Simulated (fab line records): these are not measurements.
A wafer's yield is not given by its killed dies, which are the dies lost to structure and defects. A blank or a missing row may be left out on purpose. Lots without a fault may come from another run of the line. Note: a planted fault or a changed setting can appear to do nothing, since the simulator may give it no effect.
Struck lot and sound lot, side by side	flow berkeley_cmos170	19 out of 331 route steps
Sound: wafers L864.3, L864.4, L864.6. Wafers struck: L876.2, L876.3, L876.4. At the end, the cause is stated.
Order at every step that has rows: each side's tool, ch and its chambers, its first start. Under that, the readings that differ: sound wafers	struck wafers	difference of the means	sigmas: that difference in standard deviations of wafers without a fault.
alike: readings with means less than 2 such deviations apart, plus words and numbers identical on both sides. not compared: withheld readings, readings lacking a value on some wafer, bounds such as >300 that could conceal the same value, and numbers that have no deviation in the record and whose values overlap.
Wherever a step has rows on one side only, a row that says differs or no value, or a row with sigmas, the two part there. When numbers do not overlap yet have no deviation, they are printed without sigmas and do not part them. A reading missing from all wafers of one side parts the sides only when that side holds two or more wafers.

first, 2 steps without rows for these wafers: UCB170_PLDD_PEB_04; UCB170_PLDD_DEVELOP_05 (develop time 45 s).
UCB170_PLDD_CD_MEAS_06 targets a cd of 1200 nm.
  sound on cd_sem-01 at day 8 19:38; struck on cd_sem-02 at day 11 23:34
  alike: cd_nm
UCB170_PLDD_OVL_MEAS_07:
  sound on overlay-02 at day 8 19:43; struck on overlay-01 at day 11 23:40
  alike: PLDD_OVL
then, 2 steps without rows for these wafers: UCB170_PLDD_IMPLANT_08; UCB170_PLDD_IMPLANT_09.
UCB170_PLDD_STRIP_10: strips in O2.
  sound on plasma_asher-04 ch 0,1, day 8 20:05; struck on plasma_asher-04 ch 0,1, day 12 00:00
reading	sound	struck	difference	sigmas
strip_time_to_endpoint_s (s)	21.68 21.78 21.88	21.57 21.56 21.59	-0.21	-3
  alike: drypump_motor_current_A, oes_product_au
  not compared: rf_hours_counter_h
UCB170_PLDD_TW_MEAS_11:
  sound on film_metro-04 at day 8 20:10; struck on film_metro-03 at day 12 00:07
reading	sound	struck	difference	sigmas
PLDD_TW	1014 1020 1021	1005 1011 1003	-12	-2
then, 4 steps without rows for these wafers: UCB170_PLDD_CLEAN_12 (cleans in SPM, time 600 s); UCB170_NLDD_HMDS_00 (prime time 60 s); UCB170_NLDD_COAT_01 (resist thk 900 nm); UCB170_NLDD_SOFTBAKE_02 (time 60 s).
UCB170_NLDD_EXPOSE_03: exposes mask NSELECT, target cd 1200 nm.
  sound on krf_scanner-01 ch 0, day 8 21:29; struck on krf_scanner-01 ch 0, day 12 01:01
reading	sound	struck	difference	sigmas
model.NLDD.overlay_x_nm (nm)	-5.741 -5.741 -5.741	316.6 316.6 316.6	+322.3	
  alike: mask
then, 2 steps without rows for these wafers: UCB170_NLDD_PEB_04; UCB170_NLDD_DEVELOP_05 (develop time 45 s).
UCB170_NLDD_CD_MEAS_06 targets a cd of 1200 nm.
  sound on cd_sem-01 at day 8 21:59; struck on cd_sem-01 at day 12 01:36
  alike: cd_nm
UCB170_NLDD_OVL_MEAS_07:
  sound on overlay-02 at day 8 22:05; struck on overlay-02 at day 12 01:43
reading	sound	struck	difference	sigmas
NLDD_OVL (nm)	8 -9 2	323 326 312	+320	+52
next, for these wafers, 1 step has no rows: UCB170_NLDD_IMPLANT_08.
UCB170_M3_PROBE_99:
  sound on prober-01 at day 10 13:28; struck on prober-01 at day 13 12:20
reading	sound	struck	difference	sigmas
model.etest.nldd.line_ohm_um	1260 1216 1230	1792 1791 1782	+553	
model.etest.nldd.width_nm (nm)	627.6 630.9 632.9	436.8 439.5 437.4	-192.6	

== WHERE THEY PART ==
At UCB170_PLDD_STRIP_10 first; at UCB170_NLDD_OVL_MEAS_07 last (within this record only).

WHY: the cause the simulator had injected
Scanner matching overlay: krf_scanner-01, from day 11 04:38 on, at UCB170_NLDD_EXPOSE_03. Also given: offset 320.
